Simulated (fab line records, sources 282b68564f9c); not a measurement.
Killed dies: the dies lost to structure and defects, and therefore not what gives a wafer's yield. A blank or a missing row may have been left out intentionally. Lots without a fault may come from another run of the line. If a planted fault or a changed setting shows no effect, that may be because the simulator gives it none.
fab line records + flow rit-cmos
record:
- lots: 6
- wafers: 18
- last-day: 7
route steps=202 shown PRETRO@64 GATE@75 M1@202
lots untouched by any fault: they come from a run of this same line in which no faults occurred
start-h: hours from the record's first day to the start of the lot's first wafer shown + wait-h: hours elapsed since this lot's preceding step + " repeats the value in the row above + L1.1+2: several wafers, shown together as one row + - either no value or no given start + * or withheld: withheld + < > ~ a bound
route shown NAME@n: NAME is a module with steps in the file, n the number in the route of the first one + usual: average and standard deviation across the fault-free wafers + same: alike in all rows + chamber/n: place in a boat + sites: readings site by site + _std_site: their standard deviation + _edge_site: outer sites' mean less inner sites' + radius-mm: how far each site lies from the wafer's centre + mask NAME#n: copy n + behind: the last tool/chamber to shape the wafer + hold: cause of the lot's hold/its duration in hours/its outcome + device: names the non-switching transistor (n, p or np) + end of line: tests of these same wafers at the route's end + a step with no rows: only its recipe + killed: not the wafer's yield, but the dies lost to structure and defects at the first sort + map: per-die view of a wafer (x killed, . not killed, _ where there is no die)
set.NAME: the setting the step ran with; set.NAME@STEP: the setting that earlier step ran with + model.NAME: the simulator's own value behind a step, which no gauge read
lots seen at some steps along the route; tables by step, rows by wafer
services: the hour from which a tool's chamber was out of use, counted from the record's first day as start-h (under 0 if before that day), plus the number of hours and why
== steps ==
step: RIT_PRETRO_HMDS_00
recipe:
- prime-time-s: 60
- prime-temp-c: 140
step: RIT_PRETRO_COAT_01
recipe:
- resist: NOVOLAK
- spin-rpm: 2000
- resist-thk-nm: 1300
step: RIT_PRETRO_SOFTBAKE_02
recipe:
- resist: NOVOLAK
- temp-c: 90
- time-s: 60
step: RIT_PRETRO_EXPOSE_03
recipe:
- mask-id: M5
- na: 0.57
- target-cd-nm: 43700
- dose-mj: 250
step: RIT_PRETRO_PEB_04
recipe:
- resist: NOVOLAK
- temp-c: withheld
- time-s: withheld
step: RIT_PRETRO_DEVELOP_05
recipe:
- resist: NOVOLAK
- develop-time-s: 68
- dev-temp-c: 23
step: RIT_PRETRO_OVL_MEAS_06
usual:
- PRETRO_OVL: 1.0/1.6
| lot.wafer | tool       | chamber | start-h | wait-h | PRETRO_OVL[nm] |
|-----------|------------|---------|---------|--------|----------------|
| L518.1    | overlay-02 | -       | 50.54   | -      | -3.7           |
| L518.4    | "          | -       | "       | "      | -1.6           |
| L518.6    | "          | -       | "       | "      | -2.4           |
| L525.1    | overlay-01 | -       | 85.00   | -      | 0.6            |
| L525.2    | "          | -       | "       | "      | -0.3           |
| L525.4    | "          | -       | "       | "      | -1.9           |
| L531.3    | overlay-02 | -       | 111.95  | -      | 0.6            |
| L531.5    | "          | -       | "       | "      | 0.6            |
| L531.6    | "          | -       | "       | "      | -0.2           |
| L532.1    | overlay-01 | -       | 121.81  | -      | 1.4            |
| L532.4    | "          | -       | "       | "      | 1.6            |
| L532.5    | "          | -       | "       | "      | -0.8           |
| L536.2    | overlay-01 | -       | 137.89  | -      | 2.1            |
| L536.5    | "          | -       | "       | "      | 1.7            |
| L536.6    | "          | -       | "       | "      | 1.9            |
| L537.1    | overlay-02 | -       | 143.98  | -      | -3.2           |
| L537.3    | "          | -       | "       | "      | -1.7           |
| L537.5    | "          | -       | "       | "      | -1.0           |
step: RIT_PRETRO_HARDBAKE_07
recipe:
- resist: NOVOLAK
- temp-c: 140
- time-s: 120
step: RIT_PRETRO_IMPLANT_08
recipe:
- species: B
- energy-kev: 45
- dose-cm2: 1.176e+13
- tilt-deg: 7
step: RIT_PRETRO_STRIP_09
recipe:
- chemistry: O2
- time-s: 180
- resist: NOVOLAK
- platen-temp-c: withheld
- power-w: 500
- pressure-mtorr: 4000
- o2-flow-sccm: 4000
usual:
- chamber-pressure-mTorr: 4000/3.8
- drypump-motor-current-A: 5.9/0.3
| lot.wafer | tool            | chamber | start-h | wait-h | chamber-pressure-mTorr | drypump-motor-current-A | rf-hours-counter-h |
|-----------|-----------------|---------|---------|--------|------------------------|-------------------------|--------------------|
| L518.1    | plasma-asher-03 | 0       | 50.97   | 0.1    | 3998                   | 5.9                     | 39                 |
| L518.4    | "               | 1       | "       | "      | 4002                   | 6.1                     | -                  |
| L518.6    | "               | 1       | "       | "      | 4002                   | 6.1                     | -                  |
| L525.1    | plasma-asher-04 | 0       | 85.44   | 0.1    | 4012                   | 5.8                     | 30                 |
| L525.2    | "               | 1       | "       | "      | 3999                   | 5.4                     | 30                 |
| L525.4    | "               | 1       | "       | "      | 3996                   | 5.4                     | -                  |
| L531.3    | plasma-asher-03 | 1       | 112.72  | 0.1    | 4001                   | 6.1                     | -                  |
| L531.5    | "               | 1       | "       | "      | 3998                   | 6.2                     | -                  |
| L531.6    | "               | 0       | "       | "      | 3992                   | 5.9                     | -                  |
| L532.1    | plasma-asher-01 | 0       | 122.25  | 0.1    | 3993                   | 5.6                     | 47                 |
| L532.4    | "               | 1       | "       | "      | 3998                   | 6.4                     | -                  |
| L532.5    | "               | 0       | "       | "      | 3995                   | 5.6                     | -                  |
| L536.2    | plasma-asher-01 | 1       | 138.32  | 0.1    | 4002                   | 6.3                     | 50                 |
| L536.5    | "               | 0       | "       | "      | 4002                   | 5.7                     | -                  |
| L536.6    | "               | 1       | "       | "      | 4003                   | 6.3                     | -                  |
| L537.1    | plasma-asher-03 | 1       | 144.42  | 0.1    | 3999                   | 6.1                     | 50                 |
| L537.3    | "               | 1       | "       | "      | 4000                   | 6.1                     | -                  |
| L537.5    | "               | 1       | "       | "      | 3996                   | 6.1                     | -                  |
step: RIT_PRETRO_TW_MEAS_10
usual:
- PRETRO_TW: 475/3.6
| lot.wafer | tool          | chamber | start-h | wait-h | PRETRO_TW |
|-----------|---------------|---------|---------|--------|-----------|
| L518.1    | film-metro-01 | -       | 51.15   | 0.1    | 474       |
| L518.4    | "             | -       | "       | "      | 471       |
| L518.6    | "             | -       | "       | "      | 474       |
| L525.1    | film-metro-02 | -       | 85.61   | 0.1    | 476       |
| L525.2    | "             | -       | "       | "      | 476       |
| L525.4    | "             | -       | "       | "      | 474       |
| L531.3    | film-metro-01 | -       | 112.85  | 0.1    | 468       |
| L531.5    | "             | -       | "       | "      | 472       |
| L531.6    | "             | -       | "       | "      | 472       |
| L532.1    | film-metro-04 | -       | 122.43  | 0.1    | 480       |
| L532.4    | "             | -       | "       | "      | 477       |
| L532.5    | "             | -       | "       | "      | 479       |
| L536.2    | film-metro-01 | -       | 138.51  | 0.1    | 473       |
| L536.5    | "             | -       | "       | "      | 474       |
| L536.6    | "             | -       | "       | "      | 475       |
| L537.1    | film-metro-01 | -       | 144.59  | 0.1    | 473       |
| L537.3    | "             | -       | "       | "      | 470       |
| L537.5    | "             | -       | "       | "      | 472       |
step: RIT_GATE_WET_ETCH_00
recipe:
- chemistry: BOE
- target: SiO2
- target-depth-nm: 56
- time-s: 60
- dry: n2-spin
- dilution: 10:1
- temp-c: 21.5
step: RIT_GATE_CLEAN_01
recipe:
- chemistry: SC1
- mix: 3:3:50
- time-s: 600
- temp-c: 75
usual:
- bath-guard-temp-C: 74.9/0.49
- bath-heat-duty-pct: 15.2/1.2
| lot.wafer | tool         | chamber | start-h | wait-h | bath-guard-temp-C | bath-heat-duty-pct |
|-----------|--------------|---------|---------|--------|-------------------|--------------------|
| L518.1    | wet-bench-02 | 3       | 51.53   | 0.0    | 75.8              | 15.9               |
| L518.4    | "            | 3       | "       | "      | 75.5              | 16.8               |
| L518.6    | "            | 3       | "       | "      | 75.6              | 15.9               |
| L525.1    | wet-bench-04 | 3       | 85.70   | 0.0    | 75.2              | 15.6               |
| L525.2    | "            | 3       | "       | "      | 75.1              | 15.7               |
| L525.4    | "            | 3       | "       | "      | 75.2              | 14.7               |
| L531.3    | wet-bench-01 | 0       | 112.92  | 0.0    | -                 | -                  |
| L531.5    | "            | 0       | "       | "      | -                 | -                  |
| L531.6    | "            | 0       | "       | "      | -                 | -                  |
| L532.1    | wet-bench-02 | 1       | 122.51  | 0.0    | -                 | -                  |
| L532.4    | "            | 1       | "       | "      | -                 | -                  |
| L532.5    | "            | 1       | "       | "      | -                 | -                  |
| L536.2    | wet-bench-02 | 3       | 138.58  | 0.0    | 75.6              | 17.9               |
| L536.5    | "            | 3       | "       | "      | 75.2              | 16.1               |
| L536.6    | "            | 3       | "       | "      | 75.2              | 16.8               |
| L537.1    | wet-bench-04 | 3       | 144.68  | 0.0    | 75.0              | 14.8               |
| L537.3    | "            | 3       | "       | "      | 74.6              | 14.5               |
| L537.5    | "            | 3       | "       | "      | 75.6              | 14.3               |
step: RIT_GATE_CLEAN_02
recipe:
- chemistry: dHF
- dilution: 50:1
- time-s: 30
step: RIT_M1_PROBE_99
usual:
- killed-at-contacts: 0.1/0.25
- killed-at-front-end: 6.8/2.9
- killed-dies: 6.9/2.9
- killed-open: 3.3/1.9
- killed-short: 3.6/1.9
same:
- gross-dies: 264
- killed_at_M0_to_M3: 0
- killed_at_M4_up: 0
- killed-at-back-side: 0
- killed-at-other: 0
| lot.wafer | tool      | chamber | start-h | wait-h | killed-at-contacts | killed-at-front-end | killed-dies | killed-open | killed-short |
|-----------|-----------|---------|---------|--------|--------------------|---------------------|-------------|-------------|--------------|
| L518.1    | prober-01 | -       | 82.34   | 0.1    | 1                  | 9                   | 10          | 7           | 3            |
| L518.4    | prober-01 | -       | 82.49   | 0.2    | 0                  | 8                   | 8           | 5           | 3            |
| L518.6    | prober-01 | -       | 82.59   | 0.2    | 0                  | 7                   | 7           | 4           | 3            |
| L525.1    | prober-02 | -       | 116.88  | 0.1    | 0                  | 6                   | 6           | 2           | 4            |
| L525.2    | prober-02 | -       | 116.93  | 0.1    | 0                  | 7                   | 7           | 2           | 5            |
| L525.4    | prober-02 | -       | 117.03  | 0.2    | 0                  | 9                   | 9           | 4           | 5            |
| L531.3    | prober-01 | -       | 139.53  | 0.2    | 0                  | 7                   | 7           | 3           | 4            |
| L531.5    | prober-01 | -       | 139.63  | 0.2    | 0                  | 5                   | 5           | 2           | 3            |
| L531.6    | prober-01 | -       | 139.68  | 0.2    | 0                  | 12                  | 12          | 4           | 8            |
| L532.1    | prober-02 | -       | 150.04  | 0.1    | 0                  | 4                   | 4           | 1           | 3            |
| L532.4    | prober-02 | -       | 150.19  | 0.2    | 0                  | 6                   | 6           | 1           | 5            |
| L532.5    | prober-02 | -       | 150.24  | 0.2    | 0                  | 5                   | 5           | 0           | 5            |
| L536.2    | prober-02 | -       | 167.94  | 0.1    | 1                  | 6                   | 7           | 3           | 4            |
| L536.5    | prober-02 | -       | 168.09  | 0.2    | 0                  | 5                   | 5           | 2           | 3            |
| L536.6    | prober-02 | -       | 168.14  | 0.2    | 0                  | 8                   | 8           | 4           | 4            |
| L537.1    | prober-01 | -       | 172.56  | 0.1    | 0                  | 4                   | 4           | 2           | 2            |
| L537.3    | prober-01 | -       | 172.66  | 0.2    | 0                  | 4                   | 4           | 2           | 2            |
| L537.5    | prober-01 | -       | 172.76  | 0.2    | 0                  | 15                  | 15          | 8           | 7            |
killed by level:class
L518.1 GATE:geometric-particle:open=4 GATE:geometric-particle:short=2 FOX2:geometric-particle:open=1 REOX:geometric-particle:short=1 SILICIDE:geometric-particle:open=1 CONTACT:geometric-particle:open=1
L518.4 GATE:geometric-particle:open=3 GATE:geometric-particle:short=2 SPACER:geometric-particle:open=2 FOX2:geometric-particle:short=1
L518.6 REOX:geometric-particle:open=3 GATE:geometric-particle:open=1 GATE:geometric-particle:short=1 SPACER:geometric-particle:short=1 SILICIDE:geometric-particle:short=1
L525.1 GATE:geometric-particle:short=3 GATE:geometric-particle:open=2 FOX1:geometric-particle:short=1
L525.2 GATE:geometric-particle:short=2 FOX1:geometric-particle:short=1 FOX2:geometric-particle:short=1 FOX2:geometric-particle:open=1 SPACER:geometric-particle:open=1 SILICIDE:geometric-particle:short=1
L525.4 FOX1:geometric-particle:open=2 REOX:geometric-particle:short=2 FOX2:geometric-particle:open=1 FOX2:geometric-particle:short=1 GATE:geometric-particle:open=1 GATE:geometric-particle:short=1 SPACER:geometric-particle:short=1
L531.3 FOX1:geometric-particle:short=2 GATE:geometric-particle:open=2 FOX2:geometric-particle:short=1 REOX:geometric-particle:short=1 REOX:geometric-particle:open=1
L531.5 SILICIDE:geometric-particle:short=2 FOX1:geometric-particle:open=1 REOX:geometric-particle:short=1 SILICIDE:geometric-particle:open=1
L531.6 REOX:geometric-particle:short=4 FOX1:geometric-particle:open=3 SILICIDE:geometric-particle:short=2 FOX1:geometric-particle:short=1 GATE:geometric-particle:short=1 REOX:geometric-particle:open=1
L532.1 GATE:geometric-particle:short=2 GATE:geometric-particle:open=1 SPACER:geometric-particle:short=1
L532.4 GATE:geometric-particle:short=2 FOX1:geometric-particle:open=1 FOX2:geometric-particle:short=1 SPACER:geometric-particle:short=1 SILICIDE:geometric-particle:short=1
L532.5 GATE:geometric-particle:short=3 FOX2:geometric-particle:short=1 SILICIDE:geometric-particle:short=1
L536.2 GATE:geometric-particle:short=3 FOX1:geometric-particle:open=1 REOX:geometric-particle:open=1 SPACER:geometric-particle:short=1 CONTACT:geometric-particle:open=1
L536.5 GATE:geometric-particle:short=2 GATE:geometric-particle:open=2 SILICIDE:geometric-particle:short=1
L536.6 FOX1:geometric-particle:open=2 REOX:geometric-particle:short=2 FOX1:geometric-particle:short=1 GATE:geometric-particle:open=1 REOX:geometric-particle:open=1 SPACER:geometric-particle:short=1
L537.1 GATE:geometric-particle:open=1 REOX:geometric-particle:short=1 SPACER:geometric-particle:short=1 SPACER:geometric-particle:open=1
L537.3 FOX2:geometric-particle:open=1 SPACER:geometric-particle:short=1 SPACER:geometric-particle:open=1 SILICIDE:geometric-particle:short=1
L537.5 FOX2:geometric-particle:open=3 GATE:geometric-particle:open=3 FOX2:geometric-particle:short=2 GATE:geometric-particle:short=2 SILICIDE:geometric-particle:open=2 SILICIDE:geometric-particle:short=2 REOX:geometric-particle:short=1
== services ==
| tool            | chamber | start-h | hours | kind   |
|-----------------|---------|---------|-------|--------|
| plasma-asher-01 | -       | 37.51   | 3.4   | repair |
| plasma-asher-01 | -       | 48.61   | 8.9   | repair |
| plasma-asher-01 | -       | 74.01   | 19.3  | repair |
| plasma-asher-03 | -       | 128.34  | 14.6  | pm     |
| wet-bench-01    | -       | 138.84  | 3.0   | repair |
== key ==
first-sign:
- step: RIT_GATE_CLEAN_01
- reading: tool-record
- direction: missing
effect none on later readings
met-at RIT_GATE_CLEAN_01
struck-wafers L531.3,L531.5,L531.6,L532.1,L532.4,L532.5
tester-left-out L531,L532
onset-between 51.53 112.92
fault:
- kind: skipped-step-whole
- tool: wet-bench-01,wet-bench-02
- chamber: -
- onset-h: 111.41
- steps: RIT_GATE_CLEAN_01
- scope: struck-lots-only
tester-left-out: of these lots the tester's yield and bins aren't shown, on N5 and GAA mostly nor the transistor test; their killed dies are dies lost to structure and defects alone, not to doping, threshold or leakage, so they don't give the yield
